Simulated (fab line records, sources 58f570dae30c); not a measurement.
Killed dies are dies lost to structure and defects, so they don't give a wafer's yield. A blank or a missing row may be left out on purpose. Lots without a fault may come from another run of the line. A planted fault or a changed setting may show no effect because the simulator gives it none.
Problem report in the 8D (eight disciplines) form, filled by code | flow berkeley_cmos170 | the parts of the form that need people (team, actions taken, sign-off) are left out

1. THE PROBLEM
M3_AL_RS at UCB170_M3_RS_MEAS_02 reads a mean of 0.0398 ohm/sq on 3 wafers of 2 lots; wafers without a fault read 0.0320 ohm/sq with a standard deviation of 0.00042. That is +19 standard deviations from the usual mean.
The step: measures by four-point-probe.
First seen on wafer L684.4, day 10 01:54, on film_metro-01. The record holds 18 wafers of 6 lots with a number at this step. Rule for "out", or "out of limits": more than 4 standard deviations from the usual mean. The other wafers with a number count as sound.

2. WHAT IT IS AND WHAT IT IS NOT
question                    | is                           | is not
which readings at this step | M3_AL_RS                     | -
which lots                  | L684, L688                   | L690, L693, L697, L698
which wafers of those lots  | L684.4, L684.5, L688.1       | L684.6, L688.2, L688.3
read on which gauges        | film_metro-01, film_metro-03 | film_metro-02
when                        | from day 10 01:54            | up to then (1 sound wafer); but 14 sound wafers of L688, L690, L693, L697, L698 came after

3. SUSPECTS, AND WHAT RULES EACH OUT
Counting: a tool at a process step up to the reading stays a suspect if it ran every lot that is out. Sound lots after the first of them don't rule it out here, since some wafers of a struck lot are sound.
- the gauge at UCB170_M3_RS_MEAS_02: ruled out. The wafers that are out were read on 2 gauges (film_metro-01, film_metro-03).
- pvd_sputter-02 at UCB170_M3_SPUTTER_01 (material Al, target thk 900 nm, time 120 s): kept. It ran every lot that is out, first L684 (day 10 01:45). Its own readings are out on those wafers: cathode_dc_power_W.
Left after counting: pvd_sputter-02 at UCB170_M3_SPUTTER_01.

4. THE CAUSE (what the simulator had put in)
Process parameter drift: pvd_sputter-02, from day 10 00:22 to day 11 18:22, at UCB170_M3_SPUTTER_01. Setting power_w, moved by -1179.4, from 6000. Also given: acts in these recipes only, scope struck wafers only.
Counting left only this tool.

5. THE CHAIN OF EFFECTS, in route order
Each row: a reading whose mean over the struck wafers that have a number lies more than 3 standard deviations from the usual. Only readings for which the record gives a usual standard deviation are gone through. hours: the time from each lot's start at the first step in this table that gives one to its start at this step, as a median over the lots. sigmas: the change in usual standard deviations.
hours | step                    | reading            | usual         | on struck wafers | change  | sigmas
0     | UCB170_M3_SPUTTER_01    | cathode_dc_power_W | 5999.9 W      | 4820.1           | -1179.8 | -99 or more
0     | UCB170_M3_RS_MEAS_02    | M3_AL_RS           | 0.0320 ohm/sq | 0.0398           | +0.0078 | +19
0     | UCB170_M3_THK_MEAS_03   | M3_AL_THK          | 907 nm        | 728              | -179    | -14
3     | UCB170_M3_METAL_ETCH_18 | oes_product_au     | 0.864 a.u.    | 0.773            | -0.091  | -11
The process steps in it:
- UCB170_M3_SPUTTER_01: material Al, target thk 900 nm, time 120 s.
- UCB170_M3_METAL_ETCH_18: etches Al in Cl2/BCl3, stops on SiO2, target depth 1170 nm, time 195 s.
Later measuring or inspecting steps at which every struck wafer that the step has a row for has a number for every such reading, and none has moved that far: UCB170_M3_CD_MEAS_15, UCB170_M3_OVL_MEAS_16.

6. WHAT WOULD HAVE CAUGHT IT SOONER
In this record the first reading out of limits at a measuring or inspecting step was taken at day 10 01:54, 2 hours after the fault began at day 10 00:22.
The tool's own readings at UCB170_M3_SPUTTER_01 were out on every struck wafer that the step has a row for (cathode_dc_power_W): an alarm limit on them would have fired on the first of those.
Of the lots that are out (2), L688 began UCB170_M3_SPUTTER_01 on pvd_sputter-02 after day 10 01:54. A hold on the tool at that time would have spared it.
